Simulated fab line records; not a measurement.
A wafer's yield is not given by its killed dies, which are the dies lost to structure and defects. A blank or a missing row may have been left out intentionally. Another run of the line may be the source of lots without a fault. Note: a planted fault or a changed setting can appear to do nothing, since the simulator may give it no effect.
fab line records ; flow rit-cmos
[record] lots = 15; wafers = 45; last-day = 8
route steps=202 shown NSD@136
lots that met no fault: taken from a fault-free run of the same line
start-h: the number of hours between the record's first day and the start of the first shown wafer of the lot ; wait-h: hours from the lot's prior step to this one ; " the same as in the row above ; L1.1+2: one row covering several wafers at once ; - no value, or no start given ; * or withheld: withheld ; < > ~ a bound
route shown NAME@n: a module of which the file shows steps, and the number in the route of the first ; usual: mean/standard deviation taken from wafers without a fault ; same: alike in all rows ; chamber/n: place in a boat ; sites: readings site by site ; _std_site: standard deviation across them ; _edge_site: mean of outer sites minus mean of inner sites ; radius-mm: for every site, how far away it sits from the centre of the wafer ; mask NAME#n: copy n ; behind: the last tool/chamber to shape the wafer ; hold: cause of the lot's hold/its duration in hours/its outcome ; device: the n, p or np transistor that did not switch ; end of line: tests of these same wafers at the route's end ; where a step has no rows: the recipe by itself ; killed: at the first sort, the dies lost to defects and structure; wafer yield is something else ; map: the dies of a wafer, with x for killed, . for not killed, _ for no die there
set.NAME: the setting as run; set.NAME@STEP: as run at that earlier step ; model.NAME: the simulator's own value behind a step, which no gauge read
one table for each step of the route and one row for each wafer, over a sample of lots
[[steps]]
[step RIT_NSD_DEVELOP_05]
[recipe] resist = NOVOLAK; develop-time-s = 50; dev-temp-c = 23
[usual] chill-plate-temp-C = 23.01/0.11; develop-time-s = 50/0
lot.wafer;tool;chamber;start-h;wait-h;chill-plate-temp-C;develop-time-s
L948.2;litho-track-03;0;57;-;23.24;50
L948.4;litho-track-03;0;57;-;23.08;50
L948.6;litho-track-03;0;57;-;23.12;50
L951.2;litho-track-03;0;70;-;23.01;50
L951.3;litho-track-03;0;71;-;22.95;50
L951.4;litho-track-03;0;71;-;22.93;50
L952.1;litho-track-04;0;78;-;22.92;50
L952.2;litho-track-04;0;78;-;23.08;50
L952.5;litho-track-04;0;78;-;23.04;50
L953.2;litho-track-04;0;82;-;23.10;50
L953.3;litho-track-04;0;82;-;23.02;50
L953.5;litho-track-04;0;82;-;22.99;50
L955.2;litho-track-04;-;94;-;-;-
L955.4;litho-track-04;-;94;-;-;-
L955.6;litho-track-04;-;94;-;-;-
L956.2;litho-track-03;-;94;-;-;-
L956.3;litho-track-03;-;94;-;-;-
L956.4;litho-track-03;-;94;-;-;-
L957.4;litho-track-04;-;100;-;-;-
L957.5;litho-track-04;-;100;-;-;-
L957.6;litho-track-04;-;100;-;-;-
L961.1;litho-track-03;0;117;-;23.06;50
L961.2;litho-track-03;0;117;-;23.16;50
L961.3;litho-track-03;0;117;-;23.22;50
L964.4;litho-track-04;0;132;-;23.01;50
L964.5;litho-track-04;0;132;-;23.00;50
L964.6;litho-track-04;0;132;-;23.17;50
L965.4;litho-track-03;0;133;-;22.88;50
L965.5;litho-track-03;0;133;-;22.94;50
L965.6;litho-track-03;0;133;-;22.84;50
L966.1;litho-track-03;0;148;-;23.01;50
L966.3;litho-track-03;0;148;-;22.98;50
L966.5;litho-track-03;0;148;-;23.03;50
L968.2;litho-track-04;0;169;-;22.97;50
L968.3;litho-track-04;0;169;-;22.99;50
L968.5;litho-track-04;0;169;-;22.94;50
L970.4;litho-track-02;0;169;-;23.16;50
L970.5;litho-track-02;0;169;-;23.20;50
L970.6;litho-track-02;0;169;-;23.00;50
L969.2;litho-track-04;0;170;-;22.89;50
L969.4;litho-track-04;0;170;-;22.85;50
L969.5;litho-track-04;0;170;-;23.10;50
L971.2;litho-track-04;0;177;-;23.05;50
L971.3;litho-track-04;0;177;-;22.98;50
L971.4;litho-track-04;0;177;-;22.89;50
[[key]]
[first-sign] step = RIT_NSD_DEVELOP_05; reading = tool-record; direction = missing
effect none on later readings
met-at RIT_NSD_DEVELOP_05
struck-lots L955,L956,L957
sort-left-out L955.2,L955.4,L955.6,L956.2,L956.3,L956.4,L957.4,L957.5,L957.6
tester-left-out L955,L956,L957
onset-between 82 94
[fault] kind = skipped-step-whole; tool = litho-track-03,litho-track-04; chamber = -; onset-h = 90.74; steps = RIT_NSD_DEVELOP_05; scope = struck-lots-only
// tester-left-out: of these lots the tester's yield and bins aren't shown, on N5 and GAA mostly nor the transistor test; their killed dies are dies lost to structure and defects alone, not to doping, threshold or leakage, so they don't give the yield
// sort-left-out: the simulated sort isn't trusted on such a fault, so these wafers' sort isn't shown, and their yield isn't known
